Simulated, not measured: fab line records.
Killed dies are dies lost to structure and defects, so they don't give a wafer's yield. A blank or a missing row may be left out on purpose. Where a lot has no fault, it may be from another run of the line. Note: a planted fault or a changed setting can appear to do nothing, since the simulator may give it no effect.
Split-lot experiment / flow berkeley cmos170 / on a route of 331 steps: 5 lots, 23 wafers read

## SPLIT DETAILS
At UCB170_CONTACT_COAT_10 (resist thk 900 nm), the setting spin rpm was moved away from the recipe's 1500 rpm on 12 of the 23 wafers read, by -6.5% to +7.4%. All remaining wafers had this setting at the recipe value.

## FROM THE SPLIT TO THE READING: what the file shows between them, 3 steps
- UCB170_CONTACT_SOFTBAKE_11: time 60 s
- UCB170_CONTACT_EXPOSE_12: exposes mask CONT, target cd 700 nm
- UCB170_CONTACT_ETCH_17: etches BARC in N2/H2

## THE READING
KrF_of_CONTACT_COAT_10.thk nm (the simulator's own value, which no gauge read), in nm, at UCB170_CONTACT_ETCH_18 (etches PSG in CHF3/CF4/Ar, stops on TiSi2, target depth 840 nm, time 195 s). No usual value for it is given in the file. Average 693.2 nm, standard deviation 3 nm, over the 11 wafers here run with the recipe.

wafer=L074.1; tool, chamber at the split=litho track-03, 0; spin rpm as run, rpm=1500; against the recipe=recipe; KrF_of_CONTACT_COAT_10.thk nm, nm=687.9; against lot-mates on the recipe=-
wafer=L074.4; tool, chamber at the split=litho track-03, 0; spin rpm as run, rpm=1500; against the recipe=recipe; KrF_of_CONTACT_COAT_10.thk nm, nm=693.7; against lot-mates on the recipe=-
wafer=L074.5; tool, chamber at the split=litho track-03, 0; spin rpm as run, rpm=1500; against the recipe=recipe; KrF_of_CONTACT_COAT_10.thk nm, nm=688.5; against lot-mates on the recipe=-
wafer=L079.1; tool, chamber at the split=litho track-03, 0; spin rpm as run, rpm=1406; against the recipe=-6.3%; KrF_of_CONTACT_COAT_10.thk nm, nm=721.5; against lot-mates on the recipe=+26.8
wafer=L079.2; tool, chamber at the split=litho track-03, 0; spin rpm as run, rpm=1406; against the recipe=-6.3%; KrF_of_CONTACT_COAT_10.thk nm, nm=727.1; against lot-mates on the recipe=+32.4
wafer=L079.3; tool, chamber at the split=litho track-03, 0; spin rpm as run, rpm=1500; against the recipe=recipe; KrF_of_CONTACT_COAT_10.thk nm, nm=692.6; against lot-mates on the recipe=-
wafer=L079.4; tool, chamber at the split=litho track-03, 0; spin rpm as run, rpm=1500; against the recipe=recipe; KrF_of_CONTACT_COAT_10.thk nm, nm=696.9; against lot-mates on the recipe=-
wafer=L079.6; tool, chamber at the split=litho track-03, 0; spin rpm as run, rpm=1406; against the recipe=-6.3%; KrF_of_CONTACT_COAT_10.thk nm, nm=725.8; against lot-mates on the recipe=+31.0
wafer=L082.1; tool, chamber at the split=litho track-03, 0; spin rpm as run, rpm=1534; against the recipe=+2.3%; KrF_of_CONTACT_COAT_10.thk nm, nm=684.5; against lot-mates on the recipe=-9.0
wafer=L082.2; tool, chamber at the split=litho track-03, 0; spin rpm as run, rpm=1534; against the recipe=+2.3%; KrF_of_CONTACT_COAT_10.thk nm, nm=680.8; against lot-mates on the recipe=-12.7
wafer=L082.3; tool, chamber at the split=litho track-03, 0; spin rpm as run, rpm=1500; against the recipe=recipe; KrF_of_CONTACT_COAT_10.thk nm, nm=694.1; against lot-mates on the recipe=-
wafer=L082.4; tool, chamber at the split=litho track-03, 0; spin rpm as run, rpm=1500; against the recipe=recipe; KrF_of_CONTACT_COAT_10.thk nm, nm=692.8; against lot-mates on the recipe=-
wafer=L082.5; tool, chamber at the split=litho track-03, 0; spin rpm as run, rpm=1534; against the recipe=+2.3%; KrF_of_CONTACT_COAT_10.thk nm, nm=682.7; against lot-mates on the recipe=-10.8
wafer=L081.1; tool, chamber at the split=litho track-04, 0; spin rpm as run, rpm=1611; against the recipe=+7.4%; KrF_of_CONTACT_COAT_10.thk nm, nm=662.7; against lot-mates on the recipe=-30.3
wafer=L081.2; tool, chamber at the split=litho track-04, 0; spin rpm as run, rpm=1500; against the recipe=recipe; KrF_of_CONTACT_COAT_10.thk nm, nm=691.4; against lot-mates on the recipe=-
wafer=L081.3; tool, chamber at the split=litho track-04, 0; spin rpm as run, rpm=1611; against the recipe=+7.4%; KrF_of_CONTACT_COAT_10.thk nm, nm=660.7; against lot-mates on the recipe=-32.3
wafer=L081.5; tool, chamber at the split=litho track-04, 0; spin rpm as run, rpm=1500; against the recipe=recipe; KrF_of_CONTACT_COAT_10.thk nm, nm=694.6; against lot-mates on the recipe=-
wafer=L081.6; tool, chamber at the split=litho track-04, 0; spin rpm as run, rpm=1611; against the recipe=+7.4%; KrF_of_CONTACT_COAT_10.thk nm, nm=656.2; against lot-mates on the recipe=-36.8
wafer=L084.1; tool, chamber at the split=litho track-04, 0; spin rpm as run, rpm=1500; against the recipe=recipe; KrF_of_CONTACT_COAT_10.thk nm, nm=694.1; against lot-mates on the recipe=-
wafer=L084.2; tool, chamber at the split=litho track-04, 0; spin rpm as run, rpm=1402; against the recipe=-6.5%; KrF_of_CONTACT_COAT_10.thk nm, nm=725.4; against lot-mates on the recipe=+29.2
wafer=L084.3; tool, chamber at the split=litho track-04, 0; spin rpm as run, rpm=1402; against the recipe=-6.5%; KrF_of_CONTACT_COAT_10.thk nm, nm=726.7; against lot-mates on the recipe=+30.5
wafer=L084.4; tool, chamber at the split=litho track-04, 0; spin rpm as run, rpm=1402; against the recipe=-6.5%; KrF_of_CONTACT_COAT_10.thk nm, nm=726.8; against lot-mates on the recipe=+30.6
wafer=L084.6; tool, chamber at the split=litho track-04, 0; spin rpm as run, rpm=1500; against the recipe=recipe; KrF_of_CONTACT_COAT_10.thk nm, nm=698.2; against lot-mates on the recipe=-

FIT RESULTS
A straight line over all 23 wafers: KrF_of_CONTACT_COAT_10.thk nm changes by -4.81 nm for each +1% of spin rpm; r = -0.99; the points scatter about the line by 2.8 nm.
The same after taking each lot's own level away (the mean of its wafers on the recipe; 23 wafers): -4.61 nm for each +1%; r = -0.99; scatter 2.2 nm.
That fit puts the effect of the largest move of spin rpm on the reading at 34 nm.
The lots' own levels span 690.03 to 696.15 nm, that is 2.1 times the standard deviation above.
Hence the lot-to-lot level has little effect on the slope; both slopes agree.
Check: for one of the wafers moved furthest among these (+7.4%), held out of the fit, the line's prediction against its lot-mates is -34.7 nm. It came out at -30.3 nm against them.

## OTHER SPLITS APPLIED TO THESE WAFERS
Before the reading, these wafers also passed through other splits. Each is held against what the fit with the lots' levels taken away leaves over:
other split on the same wafers=UCB170_NSD_IMPLANT_08 energy kev; wafers away from the commonest value=10; r with KrF_of_CONTACT_COAT_10.thk nm (lot level and that fit taken away)=+0.14
other split on the same wafers=UCB170_SILICIDE_SPUTTER_01 power w; wafers away from the commonest value=10; r with KrF_of_CONTACT_COAT_10.thk nm (lot level and that fit taken away)=-0.01
other split on the same wafers=UCB170_CONTACT_CVD_01 time s; wafers away from the commonest value=10; r with KrF_of_CONTACT_COAT_10.thk nm (lot level and that fit taken away)=+0.03

## THE WHOLE CHAIN: every reading that the file lists as answering this split, in the file's order
step=UCB170_CONTACT_COAT_10; what it does=resist thk 900 nm; reading=KrF_of_CONTACT_COAT_10.thk nm (the simulator's own value, which no gauge read); change (the file's fit)=-4.82 nm for each +1% of the setting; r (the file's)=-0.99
step=UCB170_CONTACT_ETCH_18; what it does=etches PSG in CHF3/CF4/Ar, stops on TiSi2, target depth 840 nm, time 195 s; reading=KrF_of_CONTACT_COAT_10.thk nm (the simulator's own value, which no gauge read); change (the file's fit)=-4.62 nm for each +1% of the setting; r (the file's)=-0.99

## FILE'S OWN FIT
KrF_of_CONTACT_COAT_10.thk nm changes by -4.62 nm for each +1% of spin rpm, r = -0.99.
